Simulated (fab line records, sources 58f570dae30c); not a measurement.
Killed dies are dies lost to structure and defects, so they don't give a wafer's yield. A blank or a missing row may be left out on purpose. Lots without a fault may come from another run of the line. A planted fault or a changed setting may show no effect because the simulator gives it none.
Split-lot experiment | flow berkeley_cmos170 | 5 lots, 23 wafers read, on a route of 331 steps

THE SPLIT
At UCB170_NWELL_OXIDATION_01 (target thk 26.4 nm, ox time 1260 s), the setting temp_c was moved away from the recipe's 1000 C on 10 of the 23 wafers read, by +1.2% to +1.5%. The other wafers ran this setting at the recipe's value.

The file shows no step between the split and the reading.

THE READING
NWELL_OXIDE_THK, in nm, at UCB170_NWELL_THK_MEAS_02. Fault-free wafers of this fab line usually give 26.4 nm, standard deviation 0.36 nm.

wafer  | tool, chamber at the split | temp_c as run, C | against the recipe | NWELL_OXIDE_THK, nm | against lot-mates on the recipe
L075.1 | -, -                       | 1015             | +1.5%              | 30.2                | no lot-mate on the recipe
L075.2 | -, -                       | 1015             | +1.5%              | 30.3                | no lot-mate on the recipe
L075.3 | -, -                       | 1015             | +1.5%              | 30.4                | no lot-mate on the recipe
L075.4 | -, -                       | 1015             | +1.5%              | 30.3                | no lot-mate on the recipe
L075.5 | -, -                       | 1015             | +1.5%              | 30.5                | no lot-mate on the recipe
L076.1 | -, -                       | 1012             | +1.2%              | 29.6                | no lot-mate on the recipe
L076.2 | -, -                       | 1012             | +1.2%              | 30.1                | no lot-mate on the recipe
L076.3 | -, -                       | 1012             | +1.2%              | 30.0                | no lot-mate on the recipe
L076.4 | -, -                       | 1012             | +1.2%              | 29.9                | no lot-mate on the recipe
L076.5 | -, -                       | 1012             | +1.2%              | 30.0                | no lot-mate on the recipe
L077.2 | furnace-02, 0              | 1000             | recipe             | 25.8                | -
L077.4 | furnace-02, 0              | 1000             | recipe             | 26.1                | -
L077.5 | furnace-02, 0              | 1000             | recipe             | 25.9                | -
L078.2 | -, -                       | 1000             | recipe             | 26.1                | -
L078.3 | -, -                       | 1000             | recipe             | 25.9                | -
L078.4 | -, -                       | 1000             | recipe             | 26.2                | -
L078.5 | -, -                       | 1000             | recipe             | 26.7                | -
L078.6 | -, -                       | 1000             | recipe             | 26.2                | -
L083.1 | -, -                       | 1000             | recipe             | 27.1                | -
L083.2 | -, -                       | 1000             | recipe             | 26.6                | -
L083.4 | -, -                       | 1000             | recipe             | 26.3                | -
L083.5 | -, -                       | 1000             | recipe             | 27.0                | -
L083.6 | -, -                       | 1000             | recipe             | 26.5                | -

THE FIT
A straight line over all 23 wafers: NWELL_OXIDE_THK changes by +2.78 nm for each +1% of temp_c; r = +0.98; the points scatter about the line by 0.36 nm.
Too few moved wafers have a lot-mate on the recipe to fit a line with each lot's own level taken away.

THE WHOLE CHAIN: every reading that the file lists as answering this split, in the file's order
step                      | what it does                       | reading                                                                            | change (the file's fit)              | r (the file's)
UCB170_NWELL_OXIDATION_01 | target thk 26.4 nm, ox time 1260 s | SiO2_of_NWELL_OXIDATION_01.thk_nm (the simulator's own value, which no gauge read) | +2.79 nm for each +1% of the setting | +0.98
UCB170_NWELL_THK_MEAS_02  |                                    | NWELL_OXIDE_THK                                                                    | +2.78 for each +1% of the setting    | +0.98

THE FILE'S OWN FIT
NWELL_OXIDE_THK changes by +2.78 nm for each +1% of temp_c, r = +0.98.
